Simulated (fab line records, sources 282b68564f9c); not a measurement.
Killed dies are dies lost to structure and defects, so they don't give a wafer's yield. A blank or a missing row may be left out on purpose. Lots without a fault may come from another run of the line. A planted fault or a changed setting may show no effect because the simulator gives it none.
fab line records | flow rit_cmos
record lots=5 wafers=15 last_day=8
route steps=202 shown NRETRO@56 PRETRO@64 GATE@75
lots that met no fault: from a run of the same line without faults
start_h: hours from the record's first day to the start of the lot's first wafer shown | wait_h: hours since the lot's step before | " the same as in the row above | L1.1+2: a row that stands for several wafers | - no value, or no start given | * or withheld: withheld | < > ~ a bound
route shown NAME@n: a module of which the file shows steps, and the number in the route of the first | usual: mean/standard deviation of fault-free wafers | same: alike in all rows | chamber/n: place in a boat | sites: the reading at each site | _std_site: their standard deviation | _edge_site: outer sites' mean less inner sites' | radius_mm: how far each site lies from the wafer's centre | mask NAME#n: copy n | behind: the tool/chamber that last shaped the wafer | hold: why the lot was held/for how many hours/how that ended | device: the transistor (n, p or np) that didn't switch | end of line: the same wafers' tests at the end of the route | a step without rows: its recipe alone | killed: dies lost to structure and defects at the first sort, not the wafer's yield | map: a wafer's dies, x killed, . not, _ none there
set.NAME: the setting as run; set.NAME@STEP: as run at that earlier step | model.NAME: the simulator's own value behind a step, which no gauge read
lots at some steps of the route; a table a step, a row a wafer
services: from which hour (start_h, from the record's first day; less than 0 if before it) a tool's chamber was out of use, for how many hours, and why
## steps
# step RIT_NRETRO_EXPOSE_03
# recipe mask_id=M4 na=0.57 target_cd_nm=43900 dose_mj=250
# columns lot.wafer tool chamber start_h wait_h mask
L075.1+2+5 iline_stepper-01 0 36.54 0.1 M4#0
L081.2+5+6 iline_stepper-02 0 64.59 0.3 M4#0
L082.1+3+5 iline_stepper-01 0 70.14 0.2 M4#0
L094.1+4+5 iline_stepper-01 0 147.78 0.1 M4#0
L095.1+2+6 iline_stepper-01 0 153.78 0.1 M4#0
# step RIT_NRETRO_PEB_04
# recipe resist=NOVOLAK temp_c=withheld time_s=withheld
# columns lot.wafer tool chamber start_h wait_h
L075.1+2+5 litho_track-02 0 36.66 0.1
L081.2+5+6 litho_track-04 0 64.71 0.1
L082.1+3+5 litho_track-02 0 70.25 0.1
L094.1+4+5 litho_track-04 0 147.90 0.1
L095.1+2+6 litho_track-02 0 153.90 0.1
# step RIT_NRETRO_DEVELOP_05
# recipe resist=NOVOLAK develop_time_s=68 dev_temp_c=23
# same develop_time_s=68
# columns lot.wafer tool chamber start_h wait_h
L075.1+2+5 litho_track-02 0 - -
L081.2+5+6 litho_track-04 0 - -
L082.1+3+5 litho_track-02 0 - -
L094.1+4+5 litho_track-04 0 - -
L095.1+2+6 litho_track-02 0 - -
# step RIT_NRETRO_OVL_MEAS_06
# usual NRETRO_OVL=-0.7/1.2
# columns lot.wafer tool chamber start_h wait_h NRETRO_OVL[nm]
L075.1 overlay-02 - 36.97 - -0.6
L075.2 " - " " -2.2
L075.5 " - " " -0.1
L081.2 overlay-02 - 65.00 - -0.4
L081.5 " - " " -1.1
L081.6 " - " " -1.0
L082.1 overlay-02 - 70.57 - 0.4
L082.3 " - " " 0.1
L082.5 " - " " -0.3
L094.1 overlay-01 - 148.21 - 0.9
L094.4 " - " " 0.5
L094.5 " - " " -1.6
L095.1 overlay-01 - 154.21 - 0.2
L095.2 " - " " 1.0
L095.6 " - " " -1.9
# step RIT_NRETRO_HARDBAKE_07
# recipe resist=NOVOLAK temp_c=140 time_s=120
# columns lot.wafer tool chamber start_h wait_h
L075.1+2+5 litho_track-04 0 37.01 0.0
L081.2+5+6 litho_track-04 0 65.07 0.1
L082.1+3+5 litho_track-04 0 70.60 0.0
L094.1+4+5 litho_track-03 0 148.25 0.0
L095.1+2+6 litho_track-03 0 154.25 0.0
# step RIT_NRETRO_IMPLANT_08
# recipe species=P energy_kev=70 dose_cm2=1e+13 tilt_deg=7
# usual end_station_pressure_torr=5.04e-06/2.7e-07
# columns lot.wafer tool chamber start_h wait_h end_station_pressure_torr
L075.1 implanter-01 0 37.26 0.2 4.99e-06
L075.2 " 0 " " 5.03e-06
L075.5 " 0 " " 4.81e-06
L081.2 implanter-02 0 65.31 0.2 5.15e-06
L081.5 " 0 " " 4.97e-06
L081.6 " 0 " " 4.87e-06
L082.1 implanter-04 0 70.85 0.2 5.03e-06
L082.3 " 0 " " 5.1e-06
L082.5 " 0 " " 5.14e-06
L094.1 implanter-02 0 148.50 0.2 5.07e-06
L094.4 " 0 " " 4.99e-06
L094.5 " 0 " " 5.49e-06
L095.1 implanter-02 0 154.50 0.2 4.92e-06
L095.2 " 0 " " 4.95e-06
L095.6 " 0 " " 4.94e-06
# step RIT_NRETRO_STRIP_09
# recipe chemistry=O2 time_s=180 resist=NOVOLAK platen_temp_c=withheld power_w=500 pressure_mtorr=4000 o2_flow_sccm=4000
# usual drypump_motor_current_A=6.1/0.5
# columns lot.wafer tool chamber start_h wait_h drypump_motor_current_A rf_hours_counter_h
L075.1 plasma_asher-02 0 37.41 0.1 5.9 38
L075.2 " 1 " " 5.5 38
L075.5 " 0 " " 5.9 -
L081.2 plasma_asher-03 1 65.43 0.1 6.8 43
L081.5 " 0 " " 6.0 -
L081.6 " 1 " " 6.8 -
L082.1 plasma_asher-03 1 71.00 0.1 6.8 43
L082.3 " 0 " " 6.0 -
L082.5 " 1 " " 6.8 -
L094.1 plasma_asher-02 0 148.65 0.1 5.9 2
L094.4 " 0 " " 5.9 -
L094.5 " 1 " " 5.5 -
L095.1 plasma_asher-03 0 154.65 0.1 6.1 50
L095.2 " 1 " " 6.8 50
L095.6 " 0 " " 6.1 -
# step RIT_NRETRO_TW_MEAS_10
# usual NRETRO_TW=1060/12
# columns lot.wafer tool chamber start_h wait_h NRETRO_TW
L075.1 film_metro-03 - 37.58 0.1 1077
L075.2 " - " " 1078
L075.5 " - " " 1080
L081.2 film_metro-03 - 65.62 0.1 1075
L081.5 " - " " 1076
L081.6 " - " " 1073
L082.1 film_metro-01 - 71.18 0.1 1056
L082.3 " - " " 1051
L082.5 " - " " 1052
L094.1 film_metro-02 - 148.82 0.1 1056
L094.4 " - " " 1057
L094.5 " - " " 1053
L095.1 film_metro-03 - 154.82 0.1 1078
L095.2 " - " " 1076
L095.6 " - " " 1076
# step RIT_PRETRO_HMDS_00
# recipe prime_time_s=60 prime_temp_c=140
# columns lot.wafer tool chamber start_h wait_h
L075.1+2+5 litho_track-03 0 37.64 0.1
L081.2+5+6 litho_track-02 0 65.69 0.1
L082.1+3+5 litho_track-03 0 71.24 0.1
L094.1+4+5 litho_track-03 0 148.88 0.1
L095.1+2+6 litho_track-01 0 154.88 0.1
# step RIT_PRETRO_COAT_01
# recipe resist=NOVOLAK spin_rpm=2000 resist_thk_nm=1300
# columns lot.wafer tool chamber start_h wait_h
L075.1+2+5 litho_track-03 0 37.79 0.1
L081.2+5+6 litho_track-02 0 65.84 0.1
L082.1+3+5 litho_track-03 0 71.39 0.1
L094.1+4+5 litho_track-03 0 149.03 0.1
L095.1+2+6 litho_track-01 0 155.03 0.1
# step RIT_PRETRO_SOFTBAKE_02
# recipe resist=NOVOLAK temp_c=90 time_s=60
# columns lot.wafer tool chamber start_h wait_h
L075.1+2+5 litho_track-03 0 37.94 0.1
L081.2+5+6 litho_track-02 0 65.99 0.1
L082.1+3+5 litho_track-03 0 71.54 0.1
L094.1+4+5 litho_track-03 0 149.18 0.1
L095.1+2+6 litho_track-01 0 155.18 0.1
# step RIT_PRETRO_EXPOSE_03
# recipe mask_id=M5 na=0.57 target_cd_nm=43700 dose_mj=250
# columns lot.wafer tool chamber start_h wait_h mask
L075.1+2+5 iline_stepper-01 0 38.09 0.1 M5#0
L081.2+5+6 iline_stepper-01 0 66.26 0.2 M5#0
L082.1+3+5 iline_stepper-01 0 71.78 0.2 M5#0
L094.1+4+5 iline_stepper-01 0 149.33 0.1 M5#0
L095.1+2+6 iline_stepper-01 0 155.33 0.1 M5#0
# step RIT_PRETRO_PEB_04
# recipe resist=NOVOLAK temp_c=withheld time_s=withheld
# columns lot.wafer tool chamber start_h wait_h
L075.1+2+5 litho_track-01 0 38.21 0.1
L081.2+5+6 litho_track-03 0 66.52 0.2
L082.1+3+5 litho_track-03 0 71.89 0.1
L094.1+4+5 litho_track-02 0 149.47 0.1
L095.1+2+6 litho_track-02 0 155.51 0.2
# step RIT_PRETRO_DEVELOP_05
# recipe resist=NOVOLAK develop_time_s=68 dev_temp_c=23
# same develop_time_s=68
# columns lot.wafer tool chamber start_h wait_h
L075.1+2+5 litho_track-01 0 - -
L081.2+5+6 litho_track-03 0 - -
L082.1+3+5 litho_track-03 0 - -
L094.1+4+5 litho_track-02 0 - -
L095.1+2+6 litho_track-02 0 - -
# step RIT_PRETRO_OVL_MEAS_06
# usual PRETRO_OVL=-0.9/1.5
# columns lot.wafer tool chamber start_h wait_h PRETRO_OVL[nm]
L075.1 overlay-02 - 38.52 - -2.5
L075.2 " - " " -2.5
L075.5 " - " " -1.1
L081.2 overlay-02 - 66.82 - 0.7
L081.5 " - " " -1.4
L081.6 " - " " -2.6
L082.1 overlay-02 - 72.21 - 0.1
L082.3 " - " " -3.1
L082.5 " - " " -1.3
L094.1 overlay-01 - 149.79 - 0.3
L094.4 " - " " -1.5
L094.5 " - " " -1.6
L095.1 overlay-01 - 155.83 - 3.8
L095.2 " - " " 1.4
L095.6 " - " " -0.1
# step RIT_PRETRO_HARDBAKE_07
# recipe resist=NOVOLAK temp_c=140 time_s=120
# columns lot.wafer tool chamber start_h wait_h
L075.1+2+5 litho_track-03 0 38.56 0.0
L081.2+5+6 litho_track-03 0 66.89 0.1
L082.1+3+5 litho_track-02 0 72.24 0.0
L094.1+4+5 litho_track-01 0 149.82 0.0
L095.1+2+6 litho_track-01 0 155.86 0.0
# step RIT_PRETRO_IMPLANT_08
# recipe species=B energy_kev=45 dose_cm2=1.2e+13 tilt_deg=7
# usual end_station_pressure_torr=5e-06/3e-07
# columns lot.wafer tool chamber start_h wait_h end_station_pressure_torr
L075.1 implanter-02 0 38.81 0.2 4.4e-06
L075.2 " 0 " " 5.6e-06
L075.5 " 0 " " 5.2e-06
L081.2 implanter-04 0 67.12 0.2 5.2e-06
L081.5 " 0 " " 5.4e-06
L081.6 " 0 " " 5.6e-06
L082.1 implanter-02 0 72.49 0.2 5.3e-06
L082.3 " 0 " " 4.9e-06
L082.5 " 0 " " 4.8e-06
L094.1 implanter-04 0 150.07 0.2 5e-06
L094.4 " 0 " " 4.5e-06
L094.5 " 0 " " 5.3e-06
L095.1 implanter-02 0 156.11 0.2 5.3e-06
L095.2 " 0 " " 4.6e-06
L095.6 " 0 " " 5e-06
# step RIT_PRETRO_STRIP_09
# recipe chemistry=O2 time_s=180 resist=NOVOLAK platen_temp_c=withheld power_w=500 pressure_mtorr=4000 o2_flow_sccm=4000
# usual drypump_motor_current_A=5.64/0.2
# columns lot.wafer tool chamber start_h wait_h drypump_motor_current_A rf_hours_counter_h
L075.1 plasma_asher-02 1 38.96 0.1 5.51 38
L075.2 " 0 " " 5.87 38
L075.5 " 0 " " 5.91 -
L081.2 plasma_asher-01 0 67.25 0.1 5.42 26
L081.5 " 0 " " 5.42 -
L081.6 " 1 " " 5.84 -
L082.1 plasma_asher-04 0 72.64 0.1 5.75 44
L082.3 " 1 " " 5.40 -
L082.5 " 0 " " 5.77 -
L094.1 plasma_asher-04 0 150.22 0.1 5.78 50
L094.4 " 0 " " 5.77 -
L094.5 " 1 " " 5.40 -
L095.1 plasma_asher-02 0 156.26 0.1 5.89 3
L095.2 " 1 " " 5.47 3
L095.6 " 1 " " 5.50 -
# step RIT_PRETRO_TW_MEAS_10
# usual PRETRO_TW=474/3.4
# columns lot.wafer tool chamber start_h wait_h PRETRO_TW
L075.1 film_metro-02 - 39.13 0.1 476
L075.2 " - " " 476
L075.5 " - " " 478
L081.2 film_metro-01 - 67.43 0.1 478
L081.5 " - " " 474
L081.6 " - " " 476
L082.1 film_metro-01 - 72.82 0.1 478
L082.3 " - " " 482
L082.5 " - " " 481
L094.1 film_metro-04 - 150.40 0.1 470
L094.4 " - " " 470
L094.5 " - " " 470
L095.1 film_metro-02 - 156.44 0.1 478
L095.2 " - " " 474
L095.6 " - " " 479
# step RIT_GATE_WET_ETCH_00
# recipe chemistry=BOE target=SiO2 target_depth_nm=56 time_s=60 dry=n2_spin dilution=10:1 temp_c=21.5
# columns lot.wafer tool chamber start_h wait_h
L075.1+2+5 wet_bench-03 1 39.19 0.1
L081.2+5+6 wet_bench-02 2 67.51 0.1
L082.1+3+5 wet_bench-02 2 72.88 0.1
L094.1+4+5 wet_bench-03 3 150.46 0.1
L095.1+2+6 wet_bench-03 0 156.50 0.1
# step RIT_GATE_CLEAN_01
# recipe chemistry=SC1 mix=3:3:50 time_s=600 temp_c=75
# columns lot.wafer tool chamber start_h wait_h
L075.1+2+5 wet_bench-01 0 39.22 0.0
L081.2+5+6 wet_bench-01 0 67.54 0.0
L082.1+3+5 wet_bench-01 1 72.90 0.0
L094.1+4+5 wet_bench-02 2 150.48 0.0
L095.1+2+6 wet_bench-02 2 156.52 0.0
# step RIT_GATE_CLEAN_02
# recipe chemistry=dHF dilution=50:1 time_s=30
# columns lot.wafer tool chamber start_h wait_h
L075.1+2+5 wet_bench-03 1 39.39 0.0
L081.2+5+6 wet_bench-03 2 67.71 0.0
L082.1+3+5 wet_bench-03 1 73.10 0.0
L094.1+4+5 wet_bench-01 2 150.67 0.0
L095.1+2+6 wet_bench-03 3 156.70 0.0
## services
# columns tool chamber start_h hours kind
implanter-02 - 12.99 5.9 repair
implanter-01 - 48.89 1.2 repair
iline_stepper-02 - 50.85 2.2 repair
iline_stepper-01 - 63.44 1.7 pm
implanter-02 - 66.75 1.5 repair
iline_stepper-02 - 71.24 4.4 pm
plasma_asher-02 - 74.68 1.6 repair
wet_bench-03 - 74.90 1.9 pm
implanter-01 - 99.99 3.6 pm
wet_bench-03 - 107.65 11.5 repair
plasma_asher-02 - 108.75 9.0 pm
plasma_asher-02 0 108.75 9.0 vent_cycle
plasma_asher-02 1 108.75 9.0 vent_cycle
implanter-02 - 111.70 21.1 pm
iline_stepper-01 0 114.00 - calibration
iline_stepper-02 - 117.42 1.7 pm
plasma_asher-02 0 117.75 - clean
plasma_asher-02 1 117.75 - clean
implanter-01 - 123.96 0.8 repair
implanter-01 - 129.69 35.5 repair
implanter-02 - 132.78 2.1 pm
implanter-04 - 135.05 1.9 repair
wet_bench-01 - 136.99 4.4 repair
## key
fault none
